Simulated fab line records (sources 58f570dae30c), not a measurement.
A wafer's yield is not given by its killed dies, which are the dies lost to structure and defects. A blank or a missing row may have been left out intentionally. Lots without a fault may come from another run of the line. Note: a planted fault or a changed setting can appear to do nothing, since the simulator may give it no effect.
What tool caused it?    flow berkeley_cmos170    Sampling: 7 lots, 21 wafers, 3 of 331 route steps

WHAT EACH GAUGE READ, for each wafer
UCB170_SDANNEAL_RS_MEAS_05: measurement is done with a four-point probe.
lot   measured      on             NLDD_RS (ohm/sq)
L729  day 7 14:43   film_metro-03  619.2 615.7 618.0
L732  day 8 14:56   film_metro-03  617.7 616.5 619.0
L736  day 9 10:37   film_metro-04  618.1 618.8 616.7
L738  day 9 14:10   film_metro-03  618.5 615.6 617.9
L746  day 11 21:19  film_metro-03  584.8 584.0 583.6
L748  day 11 20:14  film_metro-04  614.3 615.9 614.0
L751  day 13 00:45  film_metro-01  617.8 618.4 618.7

WHICH TOOL RAN EACH LOT (tool, then ch and the chambers of the sampled wafers, then the start)
lot   UCB170_NLDD_IMPLANT_08           UCB170_SDANNEAL_RTA_00
L729  implanter-02 ch 0, day 7 02:13   rtp_anneal-01 ch 0, day 7 14:13
L732  implanter-01 ch 0, day 8 02:59   rtp_anneal-01 ch 0, day 8 14:27
L736  implanter-02 ch 0, day 8 19:58   rtp_anneal-01 ch 0, day 9 10:07
L738  implanter-04 ch 0, day 9 02:25   rtp_anneal-02 ch 0, day 9 13:40
L746  implanter-04 ch 0, day 11 07:47  rtp_anneal-01 ch 0, day 11 20:50
L748  implanter-02 ch 0, day 11 08:05  rtp_anneal-02 ch 0, day 11 19:43
L751  implanter-01 ch 0, day 12 08:03  rtp_anneal-01 ch 0, day 13 00:16
- UCB170_NLDD_IMPLANT_08
- UCB170_SDANNEAL_RTA_00: time 10 s.

THE ANSWER, worked out from the rows above alone
Rule: usual is defined by the lots themselves. Put in order of their means at a reading, lots are off if they are a third of the lots or fewer, leave a main group of 4 or more, and stand apart from it by a gap of 3 or more times the standard deviation of the main group's means; of several such gaps the widest counts. The tables above print the reading to a certain number of digits; a main group whose means all agree to those digits is not used. Also off: a lot with no number at a reading for which 4 or more lots have one. All remaining lots with rows at the step are treated as sound.
Off: L746, seen at UCB170_SDANNEAL_RS_MEAS_05 (NLDD_RS). Mean 617.3 ohm/sq and standard deviation 1.2 in the main group.
If a tool, at a process step before that reading, ran all the lots that are off and no sound lot after the first of them, it fits. Gauges at UCB170_SDANNEAL_RS_MEAS_05: tried the same way as those tools. 2 tools fit, implanter-04 at UCB170_NLDD_IMPLANT_08 and film_metro-03 at UCB170_SDANNEAL_RS_MEAS_05, so this cannot tell which one it is.

WHAT THE SIMULATOR HAD INSERTED
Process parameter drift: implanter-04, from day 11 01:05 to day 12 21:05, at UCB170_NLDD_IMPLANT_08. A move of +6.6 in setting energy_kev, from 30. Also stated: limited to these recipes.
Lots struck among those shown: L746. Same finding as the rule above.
